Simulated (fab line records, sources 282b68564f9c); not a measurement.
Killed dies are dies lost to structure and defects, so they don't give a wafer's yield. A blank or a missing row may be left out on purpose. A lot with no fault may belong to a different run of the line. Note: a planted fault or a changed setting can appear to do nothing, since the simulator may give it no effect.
Split-lot experiment | flow rit-cmos | route with 202 steps; 5 lots, 23 wafers read

## THE SPLIT ITSELF
At RIT_NLDD_SOFTBAKE_02 (time 60 s), the setting temp-c was moved away from the recipe's 90 C on 9 of the 23 wafers read, by -3.9% to +1.5%. All remaining wafers had this setting at the recipe value.

## FROM THE SPLIT TO THE READING: what the file shows between them, 2 steps
- RIT_NLDD_EXPOSE_03: exposes mask M7, target cd 40700 nm
- RIT_NLDD_PEB_04

## THE READING
NOVOLAK_of_NLDD_COAT_01.thk-nm (the simulator's own value, which no gauge read), in nm, at RIT_NLDD_DEVELOP_05 (develop time 50 s). No usual value for it is given in the file. Here, 14 wafers ran the recipe; their average is 999.8 nm with a standard deviation of 2.9 nm.

wafer  | tool, chamber at the split | temp-c as run, C | against the recipe | NOVOLAK_of_NLDD_COAT_01.thk-nm, nm | against lot-mates on the recipe
L075.1 | litho-track-03, 0          | 90               | recipe             | 1002                               | -
L075.3 | litho-track-03, 0          | 90               | recipe             | 1001                               | -
L075.5 | litho-track-03, 0          | 90               | recipe             | 1001                               | -
L075.4 | litho-track-03, 0          | 90               | recipe             | 999.7                              | -
L075.6 | litho-track-03, 0          | 90               | recipe             | 1003                               | -
L076.1 | litho-track-03, 0          | 91.32            | +1.5%              | 996.5                              | -4.2
L076.2 | litho-track-03, 0          | 91.32            | +1.5%              | 993.7                              | -7.0
L076.3 | litho-track-03, 0          | 90               | recipe             | 999.4                              | -
L076.4 | litho-track-03, 0          | 90               | recipe             | 1002                               | -
L076.5 | litho-track-03, 0          | 91.32            | +1.5%              | 998.8                              | -1.9
L078.1 | litho-track-01, 0          | 86.58            | -3.8%              | 1002                               | +7.5
L078.2 | litho-track-01, 0          | 86.58            | -3.8%              | 1005                               | +10.5
L078.3 | litho-track-01, 0          | 86.58            | -3.8%              | 1006                               | +11.5
L078.4 | litho-track-01, 0          | 90               | recipe             | 995                                | -
L078.6 | litho-track-01, 0          | 90               | recipe             | 993.9                              | -
L079.3 | litho-track-02, 0          | 90               | recipe             | 1002                               | -
L079.5 | litho-track-02, 0          | 90               | recipe             | 1002                               | -
L079.4 | litho-track-02, 0          | 90               | recipe             | 1003                               | -
L084.1 | litho-track-01, 0          | 86.51            | -3.9%              | 1006                               | +9.4
L084.2 | litho-track-01, 0          | 90               | recipe             | 996                                | -
L084.4 | litho-track-01, 0          | 86.51            | -3.9%              | 1004                               | +7.4
L084.6 | litho-track-01, 0          | 86.51            | -3.9%              | 1004                               | +7.4
L084.5 | litho-track-01, 0          | 90               | recipe             | 997.3                              | -

FIT RESULTS
A straight line over all 23 wafers: NOVOLAK_of_NLDD_COAT_01.thk-nm changes by -1.37 nm for each +1% of temp-c; r = -0.70; the points scatter about the line by 2.7 nm.
The same after taking each lot's own level away (the mean of its wafers on the recipe; 23 wafers): -2.41 nm for each +1%; r = -0.96; scatter 1.4 nm.
According to that fit, moving temp-c by its largest amount changes the reading by 9.3 nm.
The lots' own levels span 994.45 to 1002.33 nm, that is 2.7 times the standard deviation above.
So the lot-to-lot level blurs the effect unless lot-mates are compared.
Check: +9.12 nm against its lot-mates is what the line predicts for one of the wafers moved furthest among these (-3.9%) when that wafer is left out of the fit. Against them it came out at +9.35 nm.

## FURTHER SPLITS ON THESE WAFERS
Other splits were also applied to these wafers ahead of the reading. Each is held against what the fit with the lots' levels taken away leaves over:
other split on the same wafers     | wafers away from the commonest value | r with NOVOLAK_of_NLDD_COAT_01.thk-nm (lot level and that fit taken away)
RIT_ACTIVE_OXIDATION_01 ox-time-s  | 15                                   | +0.22
RIT_NWELL_COAT_01 spin-rpm         | 8                                    | +0.31
RIT_PWELL_IMPLANT_08 energy-kev    | 11                                   | -0.11
RIT_NRETRO_COAT_01 spin-rpm        | 8                                    | -0.31
RIT_NRETRO_IMPLANT_08 energy-kev   | 9                                    | -0.19
RIT_PRETRO_IMPLANT_08 energy-kev   | 11                                   | -0.06
RIT_GATE_CVD_08 pressure-mtorr     | 15                                   | +0.22
RIT_GATE_DEVELOP_15 develop-time-s | 5                                    | -0.09

## FILE'S OWN FIT
NOVOLAK_of_NLDD_COAT_01.thk-nm changes by -2.35 nm for each +1% of temp-c, r = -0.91.
